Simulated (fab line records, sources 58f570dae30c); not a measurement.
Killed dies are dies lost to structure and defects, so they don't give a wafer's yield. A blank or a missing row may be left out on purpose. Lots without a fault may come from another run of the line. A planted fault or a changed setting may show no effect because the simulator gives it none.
Tool commonality check | flow berkeley_cmos170 | 14 lots, 42 wafers sampled

WHY IT WAS OPENED
At UCB170_NWELL_TW_MEAS_16 the reading NWELL_TW is flagged on 2 of 14 lots. Wafers without a fault read 1248, standard deviation 12.
Rule: a lot is flagged when every wafer of it that has a number lies more than 4 standard deviations from that mean, or none has a number. The other lots count as sound.

lot  | measured    | on            | NWELL_TW, wafer by wafer | flag
L351 | day 2 07:08 | film_metro-03 | 1263 1263 1262           |
L352 | day 2 19:11 | film_metro-01 | 1233 1246 1246           |
L353 | day 3 01:20 | film_metro-01 | 1244 1238 1241           |
L354 | day 3 05:56 | film_metro-02 | 1234 1238 1235           |
L355 | day 3 13:41 | film_metro-01 | 1238 1247 1246           |
L356 | day 3 14:25 | film_metro-01 | 1246 1235 1242           |
L358 | day 3 22:43 | film_metro-03 | 1248 1260 1254           |
L359 | day 4 07:05 | film_metro-01 | 1231 1244 1243           |
L363 | day 5 05:28 | film_metro-03 | 1138 1142 1133           | FLAGGED
L364 | day 5 10:26 | film_metro-03 | 1140 1136 1131           | FLAGGED
L367 | day 5 19:34 | film_metro-01 | 1244 1245 1240           |
L369 | day 6 03:46 | film_metro-01 | 1243 1251 1236           |
L371 | day 6 18:43 | film_metro-03 | 1257 1258 1268           |
L372 | day 7 00:26 | film_metro-03 | 1265 1271 1266           |
The numbers of the flagged lots are 1137 on average: -111 against the usual, or -9 standard deviations.

WHICH TOOL RAN EACH LOT
The record holds 1 process step before the reading, out of a route of 331 steps. In each cell: the tool, then ch and the chambers that the sampled wafers went through, then the start.
lot  | flag    | UCB170_NWELL_IMPLANT_14
L351 |         | implanter-02 ch 0, day 2 06:53
L352 |         | implanter-01 ch 0, day 2 18:56
L353 |         | implanter-02 ch 0, day 3 01:05
L354 |         | implanter-01 ch 0, day 3 05:41
L355 |         | implanter-01 ch 0, day 3 13:26
L356 |         | implanter-03 ch 0, day 3 14:10
L358 |         | implanter-01 ch 0, day 3 22:28
L359 |         | implanter-02 ch 0, day 4 06:51
L363 | FLAGGED | implanter-03 ch 0, day 5 05:13
L364 | FLAGGED | implanter-03 ch 0, day 5 10:11
L367 |         | implanter-02 ch 0, day 5 19:20
L369 |         | implanter-02 ch 0, day 6 03:31
L371 |         | implanter-01 ch 0, day 6 18:28
L372 |         | implanter-01 ch 0, day 7 00:13
What these steps do:
- UCB170_NWELL_IMPLANT_14
- UCB170_NWELL_TW_MEAS_16

FLAGGED OVER TOTAL, TOOL BY TOOL (the gauges that took the reading come last)
step                    | tool          | lots run | flagged | share of the flagged lots | sound lots run after its first flagged lot
UCB170_NWELL_IMPLANT_14 | implanter-01  | 6        | 0       | none                      | -
UCB170_NWELL_IMPLANT_14 | implanter-02  | 5        | 0       | none                      | -
UCB170_NWELL_IMPLANT_14 | implanter-03  | 3        | 2       | all                       | 0
UCB170_NWELL_TW_MEAS_16 | film_metro-01 | 7        | 0       | none                      | -
UCB170_NWELL_TW_MEAS_16 | film_metro-02 | 1        | 0       | none                      | -
UCB170_NWELL_TW_MEAS_16 | film_metro-03 | 6        | 2       | all                       | 2 (L371,L372)

WHAT THE TABLE ALLOWS
2 rows of the table ran every flagged lot: implanter-03 at UCB170_NWELL_IMPLANT_14, film_metro-03 at UCB170_NWELL_TW_MEAS_16.
- implanter-03 at UCB170_NWELL_IMPLANT_14: 2 of its 3 lots flagged. Its last sound lot is L356 (day 3 14:10), its first flagged lot L363 (day 5 05:13): a fault that began between those two fits. Its own readings lie more than 4 standard deviations out on every wafer of the flagged lots: dose_ions_cm2, faraday_current_uA.
- film_metro-03 at UCB170_NWELL_TW_MEAS_16: 2 of its 6 lots flagged. Sound lots ran on it after the first flagged one (L371, L372), which a lasting fault on the whole tool wouldn't allow.
One tool is left: implanter-03 at UCB170_NWELL_IMPLANT_14.

WHAT THE SIMULATOR HAD PUT IN
Process parameter drift: implanter-03, from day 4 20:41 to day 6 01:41, at UCB170_NWELL_IMPLANT_14. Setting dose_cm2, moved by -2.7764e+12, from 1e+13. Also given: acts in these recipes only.
Lots struck among those shown: L363, L364. The rule above found the same.
